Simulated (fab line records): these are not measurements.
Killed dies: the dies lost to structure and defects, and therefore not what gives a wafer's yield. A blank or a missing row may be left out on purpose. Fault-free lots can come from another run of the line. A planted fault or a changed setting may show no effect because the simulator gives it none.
Which tool is to blame? ; flow rit_cmos ; 14 lots, 42 wafers sampled, at 2 steps of a route of 202

== WHAT THE GAUGES SHOWED, per wafer ==
Not one reading of a measure or inspect step in the record can be checked against a usual standard deviation.

== WHICH TOOL RAN EACH LOT (tool, then ch and the chambers of the sampled wafers, then the start) ==
lot;RIT_SPACER_CLEAN_00;RIT_M1_PROBE_99
L179;wet_bench-01 ch 0, day 2 20:31;-
L180;wet_bench-02 ch 2, day 3 04:45;-
L183;wet_bench-03 ch 3, day 3 16:37;-
L184;wet_bench-02 ch 3, day 4 00:27;-
L187;wet_bench-02 ch 2, day 4 12:47;-
L191;wet_bench-03 ch 1, day 5 08:13;-
L192;wet_bench-03 ch 3, day 5 12:52;-
L194;wet_bench-03 ch 1, day 5 22:25;-
L195;wet_bench-03 ch 2, day 6 04:39;-
L198;wet_bench-02 ch 3, day 6 20:00;-
L199;wet_bench-02 ch 3, day 7 00:34;prober-02, day 7 14:46
L200;wet_bench-03 ch 3, day 7 05:16;-
L201;wet_bench-03 ch 0, day 7 09:56;-
L202;wet_bench-02 ch 0, day 7 15:17;-
- RIT_SPACER_CLEAN_00: cleans in SC1, time 600 s.
- RIT_M1_PROBE_99

== AS READ BY THE TOOLS THEMSELVES (means over the sampled wafers that have a number; for cases with no such wafer, the mark the record gives instead) ==
RIT_SPACER_CLEAN_00. Usual: run_length_s 630 s, standard deviation 3.7.
lot;tool;run_length_s (s);flag
L179;wet_bench-01;627;
L180;wet_bench-02;626;
L183;wet_bench-03;631;
L184;wet_bench-02;670;OFF
L187;wet_bench-02;679;OFF
L191;wet_bench-03;631;
L192;wet_bench-03;632;
L194;wet_bench-03;631;
L195;wet_bench-03;632;
L198;wet_bench-02;633;
L199;wet_bench-02;625;
L200;wet_bench-03;624;
L201;wet_bench-03;626;
L202;wet_bench-02;625;

RIT_M1_PROBE_99. Usual: killed_at_contacts 0.1, standard deviation 0.25; killed_at_front_end 6.3, standard deviation 2.9; killed_dies 6.4, standard deviation 2.9; killed_open 3.3, standard deviation 2.1; killed_short 3.1, standard deviation 1.7.
lot;tool;killed_at_contacts;killed_at_front_end;killed_dies;killed_open;killed_short;flag
L199;prober-02;0.0;4.3;4.3;1.3;3.0;

== THE ANSWER, worked out from the rows above alone ==
Rule: lot off if the mean of its wafers having a number is beyond 3 standard deviations from the usual mean. Also off: a lot with no number at a reading for which 4 or more lots have one. Any other lot the step has rows for is counted as sound. First the gauges in route order, then the tools' own readings, where a lot's mean is used as printed above. At the first step where some lot is off, the reading lying furthest off is the one used; lots without a number count as furthest.
Off: L184, L187, at RIT_SPACER_CLEAN_00 (run_length_s).
If a tool, at that step or one of the process steps before it, ran each lot that is off and ran no sound lot following the first of them, it fits. None of those tried fits.

== WHAT THE SIMULATOR PUT IN ==
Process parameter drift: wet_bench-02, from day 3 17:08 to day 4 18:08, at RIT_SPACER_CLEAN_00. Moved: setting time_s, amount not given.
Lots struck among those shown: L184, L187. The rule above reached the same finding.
